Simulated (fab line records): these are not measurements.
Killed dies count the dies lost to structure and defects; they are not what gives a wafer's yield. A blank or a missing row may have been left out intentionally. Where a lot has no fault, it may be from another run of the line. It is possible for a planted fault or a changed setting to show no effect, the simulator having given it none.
The tool behind it: which one?	flow berkeley cmos170	7 lots, 21 wafers sampled, at 2 steps of a route of 331

== WHAT THE GAUGES SHOWED, per wafer ==
UCB170_M3_CD_MEAS_15: the cd target is 700 nm.
lot	measured	on	cd nm (nm)
L706	day 8 08:08	cd sem-01	699.5 699.4 699.5
L712	day 9 03:43	cd sem-01	701.9 701.7 699.4
L714	day 9 15:56	cd sem-01	659.7 657.8 659.6
L717	day 10 05:48	cd sem-01	701.9 700.9 699.4
L722	day 10 20:14	cd sem-01	700.6 703.3 702.0
L723	day 11 11:31	cd sem-01	701.8 701.8 702.9
L727	day 11 22:24	cd sem-02	699.7 699.9 699.9

== WHAT TOOL EACH LOT RAN ON (gives the tool, then ch and the chambers of the sampled wafers, and finally the start) ==
lot	UCB170_M3_SOFTBAKE_11
L706	litho track-02 ch 0, day 8 06:00
L712	litho track-04 ch 0, day 9 02:00
L714	litho track-04 ch 0, day 9 15:00
L717	litho track-01 ch 0, day 10 05:00
L722	litho track-02 ch 0, day 10 19:00
L723	litho track-01 ch 0, day 11 10:00
L727	litho track-01 ch 0, day 11 21:00
- UCB170_M3_SOFTBAKE_11: time 60 s.

== THE ANSWER, worked out from the rows above alone ==
Rule: usual is defined by the lots themselves. Put in order of their means at a reading, lots are off if they are a third of the lots or fewer, leave a main group of 4 or more, and stand apart from it by a gap of 3 or more times the standard deviation of the main group's means; of several such gaps the widest counts. If all means in a main group match to the digits the tables above print for the reading, that group is not used. A lot without any number at a reading at which 4 lots or more have one is off too. Any other lot the step has rows for is counted as sound.
Off at UCB170_M3_CD_MEAS_15 (cd nm): L714. Mean 700.9 nm and standard deviation 1 in the main group.
If a tool, at a process step before that reading, ran all the lots that are off and no sound lot after the first of them, it fits. The gauges at UCB170_M3_CD_MEAS_15 are tried like those tools. One candidate fits, namely litho track-04 at UCB170_M3_SOFTBAKE_11. Its last sound lot is L712 (day 9 02:00), its first lot that is off L714 (day 9 15:00): a fault that began between those two fits.

== WHAT HAD BEEN PUT IN BY THE SIMULATOR ==
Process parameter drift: litho track-04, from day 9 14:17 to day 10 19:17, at UCB170_M3_SOFTBAKE_11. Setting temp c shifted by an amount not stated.
Lots struck among those shown: L714. The rule given above showed the same thing.
